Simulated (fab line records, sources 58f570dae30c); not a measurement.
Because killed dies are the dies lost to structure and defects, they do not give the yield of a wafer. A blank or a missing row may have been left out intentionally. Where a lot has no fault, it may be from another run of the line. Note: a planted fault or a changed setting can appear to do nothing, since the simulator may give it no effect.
Which of the tools did it? | flow berkeley cmos170 | 14 lots with 42 wafers sampled at 4 steps, on a route of 331 steps

## WHAT EACH GAUGE READ, for each wafer
UCB170_NWELL_OVL_MEAS_12.
lot  | measured    | on         | NWELL_OVL (nm)
L974 | day 2 05:58 | overlay-01 | -2 -9 -13
L978 | day 3 06:14 | overlay-01 | -1 1 -5
L979 | day 3 14:17 | overlay-01 | 4 8 3
L980 | day 3 21:03 | overlay-02 | 0 0 6
L982 | day 4 02:10 | overlay-01 | 1 -2 6
L981 | day 4 02:17 | overlay-02 | -6 -9 -3
L983 | day 4 08:41 | overlay-01 | 3 11 15
L985 | day 4 16:59 | overlay-01 | 2 5 9
L990 | day 5 21:26 | overlay-02 | 3 5 0
L992 | day 6 04:07 | overlay-02 | 6 13 -2
L991 | day 6 04:24 | overlay-01 | -9 -9 -2
L993 | day 6 10:59 | overlay-01 | 9 11 2
L994 | day 6 21:48 | overlay-02 | 3 -1 1
L995 | day 6 21:50 | overlay-01 | 11 5 10

UCB170_PSD_OVL_MEAS_07.
lot  | measured     | on         | PSD_OVL (nm)
L974 | day 6 06:31  | overlay-02 | -2 -7 -2
L978 | day 7 05:48  | overlay-01 | -7 -2 -11
L979 | day 7 17:43  | overlay-02 | 1 -1 -2
L980 | day 8 06:59  | overlay-02 | -8 -12 -8
L982 | day 8 07:08  | overlay-02 | -1 -3 1
L981 | day 8 07:28  | overlay-02 | -4 -6 -10
L983 | day 8 07:24  | overlay-01 | 0 3 5
L985 | day 8 23:26  | overlay-01 | -10 -13 -12
L990 | day 9 23:37  | overlay-02 | -6 -8 -7
L992 | day 10 11:49 | overlay-01 | -3 -2 1
L991 | day 10 12:04 | overlay-02 | -3 3 -4
L993 | day 10 12:17 | overlay-01 | -1 1 0
L994 | day 11 01:06 | overlay-02 | 6 1 5
L995 | day 11 01:17 | overlay-02 | -6 -4 2

## EACH LOT AND THE TOOL THAT RAN IT (in order: tool; ch and the chambers of the sampled wafers; start)
lot  | UCB170_ACTIVE_STRIP_16              | UCB170_SACOX_CLEAN_00
L974 | plasma asher-01 ch 0,1, day 4 01:25 | wet bench-01 ch 1, day 4 17:20
L978 | plasma asher-02 ch 0,1, day 4 23:56 | wet bench-03 ch 2, day 5 15:13
L979 | plasma asher-01 ch 0,1, day 5 07:42 | wet bench-04 ch 2, day 5 23:39
L980 | plasma asher-03 ch 0,1, day 5 16:05 | wet bench-03 ch 0, day 6 06:17
L982 | plasma asher-03 ch 1, day 6 03:18   | wet bench-04 ch 3, day 6 16:58
L981 | plasma asher-03 ch 0,1, day 6 02:47 | wet bench-04 ch 0, day 6 16:58
L983 | plasma asher-01 ch 0,1, day 6 03:01 | wet bench-04 ch 3, day 6 16:58
L985 | plasma asher-02 ch 1, day 6 14:30   | wet bench-01 ch 1, day 7 08:22
L990 | plasma asher-03 ch 0,1, day 7 21:38 | wet bench-03 ch 1, day 8 14:37
L992 | plasma asher-02 ch 0,1, day 8 06:59 | wet bench-03 ch 1, day 8 20:58
L991 | plasma asher-02 ch 0,1, day 8 03:34 | wet bench-03 ch 1, day 8 20:54
L993 | plasma asher-03 ch 0,1, day 8 06:43 | wet bench-03 ch 1, day 8 20:58
L994 | plasma asher-01 ch 0,1, day 8 20:33 | wet bench-01 ch 1, day 9 11:35
L995 | plasma asher-02 ch 0,1, day 8 20:47 | wet bench-01 ch 2, day 9 11:35
- UCB170_ACTIVE_STRIP_16: strips in O2.
- UCB170_SACOX_CLEAN_00: cleans in dHF, time 7.5 s.

## AS READ BY THE TOOLS THEMSELVES (means over the sampled wafers that have a number; for cases with no such wafer, the mark the record gives instead)
UCB170_ACTIVE_STRIP_16.
lot  | tool            | drypump motor current A (A) | o2 flow sccm (sccm) | oes product au (a.u.) | strip time to endpoint s (s)
L974 | plasma asher-01 | 5.7                         | 400.0               | 0.728                 | 18.05
L978 | plasma asher-02 | 5.4                         | 399.3               | 0.720                 | 18.16
L979 | plasma asher-01 | 6.2                         | 400.6               | 0.723                 | 18.04
L980 | plasma asher-03 | 5.9                         | 399.7               | 0.720                 | 18.18
L982 | plasma asher-03 | 6.2                         | 399.4               | 0.723                 | 18.21
L981 | plasma asher-03 | 6.0                         | 401.2               | 0.723                 | 18.14
L983 | plasma asher-01 | 6.2                         | 400.1               | 0.724                 | 18.08
L985 | plasma asher-02 | 5.8                         | 401.3               | 0.723                 | 18.12
L990 | plasma asher-03 | 6.0                         | 400.3               | 0.717                 | 18.19
L992 | plasma asher-02 | 5.6                         | 399.2               | 0.723                 | 18.17
L991 | plasma asher-02 | 5.6                         | 401.3               | 0.720                 | 18.13
L993 | plasma asher-03 | 5.7                         | 398.5               | 0.718                 | 18.06
L994 | plasma asher-01 | 5.8                         | 399.4               | 0.717                 | 17.96
L995 | plasma asher-02 | 5.4                         | 400.7               | 0.729                 | 18.09

## THE ANSWER, worked out from the rows above alone
Rule: what is usual is taken from the lots themselves. The widest of any qualifying gaps counts: lots, ordered by their means at a reading, are off when they make up no more than a third of the lots, leave a main group of 4 or more, and stand apart from it by 3 or more times the standard deviation of that group's means. A main group is skipped when, at the precision printed for the reading in the tables above, its means are all equal. Also off: a lot with no number at a reading for which 4 or more lots have one. All remaining lots with rows at the step are treated as sound. The gauges are gone through in route order, then the tools' own readings, and for those a lot's mean is taken as printed above. The first step at which some lot is off is used, and at that step the reading that is off furthest; a lot without a number counts as furthest.
Across all readings shown, no lot is off: no conclusion can be drawn from this.

## WHAT THE SIMULATOR PUT IN
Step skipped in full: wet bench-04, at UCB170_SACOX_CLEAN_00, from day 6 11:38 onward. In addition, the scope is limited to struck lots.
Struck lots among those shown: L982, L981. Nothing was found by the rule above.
